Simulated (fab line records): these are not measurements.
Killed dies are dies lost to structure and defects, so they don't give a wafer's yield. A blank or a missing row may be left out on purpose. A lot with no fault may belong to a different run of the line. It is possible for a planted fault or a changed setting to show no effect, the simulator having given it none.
One fault seen from 2 desks ; flow berkeleyCmos170 ; each desk has only its own numbers; what lay behind them comes last

FOR THE TOOL OWNER'S DESK: implanter-01
For each lot that ran on this tool, the mean over its sampled wafers that have a number, from the tool's own readings at UCB170_PSD_IMPLANT_08. Marked OUT: a lot whose mean sits more than 4 standard deviations from the usual mean, which makes it out of limits; the brackets give that distance.
Columns: A = beamEnergyKeV at UCB170_PSD_IMPLANT_08, usual 20.000; B = doseIonsCm2 at UCB170_PSD_IMPLANT_08, usual 3.0002e+15; C = endStationPressureTorr at UCB170_PSD_IMPLANT_08, usual 1.26e-05 Torr; D = faradayCurrentUA at UCB170_PSD_IMPLANT_08, usual 9250
lot;first seen here;A;B;C;D
L119;day 7 20:37;20.005;3.0035e+15;1.22e-05;9006
L120;day 8 07:56;19.998;2.9992e+15;1.26e-05;9226
L124;day 9 03:16;20.004;2.9983e+15;1.24e-05;9367
L125;day 9 04:16;19.998;3.0010e+15;1.31e-05;9249
L129;day 9 17:16;19.995;2.9968e+15;1.27e-05;9210
L134;day 11 01:43;20.000;2.1040e+15 (-99 or more) OUT;9.97e-06 (-4.4) OUT;6575 (-13) OUT
L138;day 11 22:33;20.001;2.1020e+15 (-99 or more) OUT;1.05e-05;6423 (-14) OUT
This desk's finding: out of limits on L134, L138; first on L134, day 11 01:43 (doseIonsCm2 at UCB170_PSD_IMPLANT_08). In limits: L119, L120, L124, L125, L129.

FROM THE METROLOGY DESK
Means of the sampled wafers that have a number, per lot and without regard to the tool the lot ran on: this is what the gauges read. Marked OUT: a lot whose mean sits more than 4 standard deviations from the usual mean, which makes it out of limits; the brackets give that distance.
Columns: A = PSD_TW at UCB170_PSD_TW_MEAS_10, usual 2326; B = PSD_RS at UCB170_SDANNEAL_RS_MEAS_02, usual 75.61 ohm/sq
lot;first seen here;A;B
L118;day 7 20:38;2350;75.57
L119;day 7 20:52;2356;74.99
L122;day 8 08:02;2344;75.71
L120;day 8 08:10;2313;75.39
L124;day 9 03:29;2356;75.50
L126;day 9 03:44;2360;75.61
L125;day 9 04:28;2366;75.65
L129;day 9 17:30;2306;75.60
L133;day 10 18:58;2323;76.04
L136;day 11 01:41;2321;75.72
L134;day 11 01:56;2073 (-12) OUT;96.26 (+69) OUT
L138;day 11 22:48;2082 (-11) OUT;96.99 (+71) OUT
L139;day 11 23:04;2311;75.68
L141;day 12 12:31;2326;75.44
This desk's finding: out of limits on L134, L138; first on L134, day 11 01:56 (PSD_TW at UCB170_PSD_TW_MEAS_10). In limits: L118, L119, L122, L120, L124, L126, L125, L129, L133, L136, L139, L141.

PUT TOGETHER
On L134, L138, at day 11 01:43, an alarm was possible from the tool owner's desk.
Metrology desk: alarm possible at day 11 01:56 on L134, L138.
On implanter-01, each named lot ran UCB170_PSD_IMPLANT_08.

WHAT THE SIMULATOR HAD PUT IN
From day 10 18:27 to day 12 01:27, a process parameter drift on implanter-01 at UCB170_PSD_IMPLANT_08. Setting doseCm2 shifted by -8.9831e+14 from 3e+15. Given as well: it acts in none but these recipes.
Lots struck among those shown: L134, L138.
Delay (hours) between the fault's onset and each desk's first out-of-limits reading: 7 at the tool owner's desk, 7 at the metrology desk.
